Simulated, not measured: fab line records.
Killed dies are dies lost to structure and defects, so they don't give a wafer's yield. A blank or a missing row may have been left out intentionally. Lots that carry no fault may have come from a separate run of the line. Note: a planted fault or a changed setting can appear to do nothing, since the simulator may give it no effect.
Check for tools in common + flow rit-cmos + 42 wafers sampled across 14 lots

## WHY IT WAS OPENED
2 of 14 lots carry a flag on the reading PSD_TW at RIT_PSD_TW_MEAS_10. No-fault wafers: 3446, standard deviation 32.
Rule: a lot gets a flag if all its wafers with a number sit over 4 standard deviations from that mean, or if no wafer of it has a number. All remaining lots are regarded as sound.

| lot  | measured    | on            | PSD_TW, wafer by wafer | flag    |
|------|-------------|---------------|------------------------|---------|
| L761 | day 4 01:26 | film-metro-03 | 3469 3488 3507         |         |
| L762 | day 4 14:19 | film-metro-02 | 3467 3454 3459         |         |
| L763 | day 4 18:05 | film-metro-01 | 3372 3389 3392         |         |
| L767 | day 5 21:40 | film-metro-02 | 3479 3470 3459         |         |
| L768 | day 5 21:49 | film-metro-01 | 3410 3401 3410         |         |
| L771 | day 6 06:28 | film-metro-01 | 3623 3603 3608         | FLAGGED |
| L773 | day 6 11:33 | film-metro-02 | 3663 3652 3680         | FLAGGED |
| L775 | day 6 15:31 | film-metro-02 | 3480 3466 3477         |         |
| L777 | day 7 00:16 | film-metro-01 | 3382 3378 3393         |         |
| L776 | day 7 00:36 | film-metro-02 | 3483 3471 3477         |         |
| L778 | day 7 06:32 | film-metro-02 | 3452 3460 3468         |         |
| L781 | day 7 14:37 | film-metro-02 | 3452 3461 3463         |         |
| L782 | day 7 19:53 | film-metro-02 | 3471 3453 3458         |         |
| L783 | day 8 01:57 | film-metro-03 | 3427 3429 3431         |         |
On average the flagged lots' numbers are 3638, which is +192 against the usual, or +6 standard deviations.

## TOOL THAT RAN EACH LOT
The record holds 1 process step before the reading, out of a route of 202 steps. Cell contents, in order: the tool; ch with the chambers the sampled wafers went through; the start.
| lot  | flag    | RIT_NSD_COAT_01                  |
|------|---------|----------------------------------|
| L761 |         | litho-track-03 ch 0, day 3 22:42 |
| L762 |         | litho-track-01 ch 0, day 4 11:25 |
| L763 |         | litho-track-03 ch 0, day 4 15:12 |
| L767 |         | litho-track-02 ch 0, day 5 17:52 |
| L768 |         | litho-track-03 ch 0, day 5 18:19 |
| L771 | FLAGGED | litho-track-01, day 6 02:46      |
| L773 | FLAGGED | litho-track-03, day 6 08:45      |
| L775 |         | litho-track-03 ch 0, day 6 12:16 |
| L777 |         | litho-track-03 ch 0, day 6 21:29 |
| L776 |         | litho-track-02 ch 0, day 6 21:42 |
| L778 |         | litho-track-01 ch 0, day 7 03:33 |
| L781 |         | litho-track-03 ch 0, day 7 11:50 |
| L782 |         | litho-track-02 ch 0, day 7 16:37 |
| L783 |         | litho-track-02 ch 0, day 7 23:04 |
What these steps do:
- RIT_NSD_COAT_01: resist thk 1000 nm.
- RIT_PSD_TW_MEAS_10

## FLAGGED OVER TOTAL, TOOL BY TOOL (the gauges that took the reading come last)
| step               | tool           | lots run | flagged | share of the flagged lots | sound lots run after its first flagged lot |
|--------------------|----------------|----------|---------|---------------------------|--------------------------------------------|
| RIT_NSD_COAT_01    | litho-track-01 | 3        | 1       | some                      | 1 (L778)                                   |
| RIT_NSD_COAT_01    | litho-track-02 | 4        | 0       | none                      | -                                          |
| RIT_NSD_COAT_01    | litho-track-03 | 7        | 1       | some                      | 3 (L775,L777,L781)                         |
| RIT_PSD_TW_MEAS_10 | film-metro-01  | 4        | 1       | some                      | 1 (L777)                                   |
| RIT_PSD_TW_MEAS_10 | film-metro-02  | 8        | 1       | some                      | 5 (L775,L776,L778,L781,L782)               |
| RIT_PSD_TW_MEAS_10 | film-metro-03  | 2        | 0       | none                      | -                                          |

## WHAT THE TABLE ALLOWS
No row of the table ran every flagged lot.

## WHAT HAD BEEN PUT IN BY THE SIMULATOR
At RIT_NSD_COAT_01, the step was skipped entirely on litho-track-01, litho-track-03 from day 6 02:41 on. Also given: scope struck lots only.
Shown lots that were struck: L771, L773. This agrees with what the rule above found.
